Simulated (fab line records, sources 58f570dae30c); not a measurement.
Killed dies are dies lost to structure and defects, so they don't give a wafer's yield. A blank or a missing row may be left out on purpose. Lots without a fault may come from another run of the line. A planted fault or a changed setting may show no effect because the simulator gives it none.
Which tool did it? | flow berkeley_cmos170 | 7 lots, 21 wafers sampled, at 2 steps of a route of 331

WHAT THE GAUGES READ, wafer by wafer
UCB170_PWELL_TW_MEAS_17.
lot  | measured    | on            | PWELL_TW
L966 | day 3 15:49 | film_metro-04 | 471 471 472
L970 | day 4 03:28 | film_metro-04 | 378 379 379
L979 | day 5 21:53 | film_metro-02 | 381 378 380
L980 | day 6 07:07 | film_metro-04 | 381 379 381
L982 | day 6 19:34 | film_metro-01 | 370 372 373
L984 | day 7 00:13 | film_metro-04 | 381 379 380
L987 | day 7 13:30 | film_metro-04 | 380 380 381

WHICH TOOL RAN EACH LOT (tool, then ch and the chambers of the sampled wafers, then the start)
lot  | UCB170_PWELL_IMPLANT_15
L966 | implanter-04 ch 0, day 3 15:16
L970 | implanter-01 ch 0, day 4 03:14
L979 | implanter-01 ch 0, day 5 21:39
L980 | implanter-04 ch 0, day 6 06:55
L982 | implanter-04 ch 0, day 6 19:21
L984 | implanter-01 ch 0, day 6 23:59
L987 | implanter-02 ch 0, day 7 13:15
- UCB170_PWELL_IMPLANT_15

THE ANSWER, worked out from the rows above alone
Rule: what is usual is taken from the lots themselves. Put in order of their means at a reading, lots are off if they are a third of the lots or fewer, leave a main group of 4 or more, and stand apart from it by a gap of 3 or more times the standard deviation of the main group's means; of several such gaps the widest counts. A main group whose means are all the same, to the digits that the tables above print for the reading, isn't used. A lot without any number at a reading at which 4 lots or more have one is off too. The other lots that the step has rows for count as sound.
Off: L966, at UCB170_PWELL_TW_MEAS_17 (PWELL_TW). The main group: mean 378, standard deviation 3.1.
A tool fits if, at a process step before that reading, it ran every lot that is off, and no sound lot after the first of them. The gauges at UCB170_PWELL_TW_MEAS_17 are tried like those tools. None of those tried fits.

WHAT THE SIMULATOR HAD PUT IN
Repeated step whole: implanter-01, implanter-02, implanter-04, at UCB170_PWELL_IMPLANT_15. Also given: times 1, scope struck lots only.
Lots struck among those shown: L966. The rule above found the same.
